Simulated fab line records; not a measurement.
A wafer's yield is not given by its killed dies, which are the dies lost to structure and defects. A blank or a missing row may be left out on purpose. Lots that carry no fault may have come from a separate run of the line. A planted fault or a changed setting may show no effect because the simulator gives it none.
Chamber matching || flow berkeleyCmos170 || UCB170_NWELL_ETCH_13 on rieDiel-04 has 4 sister chambers
The step etches Si3N4 in CH3F/Ar/O2, stops on SiO2, target depth 246.4 nm, time 154 s. 4 wafers are shown with their chamber, then 7 later ones without.

== WAFERS, EACH WITH ITS CHAMBER ==
{"wafer": "L762.1", "chamber": 3, "throttleValvePct (%)": 7.83}
{"wafer": "L762.5", "chamber": 0, "throttleValvePct (%)": 7.77}
{"wafer": "L764.3", "chamber": 2, "throttleValvePct (%)": 7.98}
{"wafer": "L764.4", "chamber": 1, "throttleValvePct (%)": 8.07}

== WAFERS WITH NO CHAMBER GIVEN ==
{"wafer": "L764.5", "throttleValvePct (%)": 7.83}
{"wafer": "L777.2", "throttleValvePct (%)": 7.76}
{"wafer": "L777.5", "throttleValvePct (%)": 8.07}
{"wafer": "L777.6", "throttleValvePct (%)": 7.76}
{"wafer": "L778.1", "throttleValvePct (%)": 7.77}
{"wafer": "L778.2", "throttleValvePct (%)": 8.01}
{"wafer": "L778.4", "throttleValvePct (%)": 7.82}

== WHICH CHAMBER EACH ONE RAN IN ==
{"wafer": "L764.5", "from the rows above": 3, "in truth": 3}
{"wafer": "L777.2", "from the rows above": 0, "in truth": 0}
{"wafer": "L777.5", "from the rows above": 1, "in truth": 1}
{"wafer": "L777.6", "from the rows above": 0, "in truth": 0}
{"wafer": "L778.1", "from the rows above": 0, "in truth": 0}
{"wafer": "L778.2", "from the rows above": 2, "in truth": 2}
{"wafer": "L778.4", "from the rows above": 3, "in truth": 3}
7 of 7 placed correctly. Not placeable from these rows: 0. 0 placed wrongly.
How it was worked out, from the rows above alone: a wafer's distance from a chamber is the root of the sum, over the readings, of the square of ((its reading less the chamber's mean) divided by the reading's scatter). If the next closest chamber is less than 2 further off than the closest, the wafer can't be placed; otherwise it belongs to the closest. For every chamber, the mean is computed from those of its wafers that are shown. The scatter (one wafer shown for each chamber): square how far every hidden wafer sits from the nearest shown wafer, average those squares and take the square root.
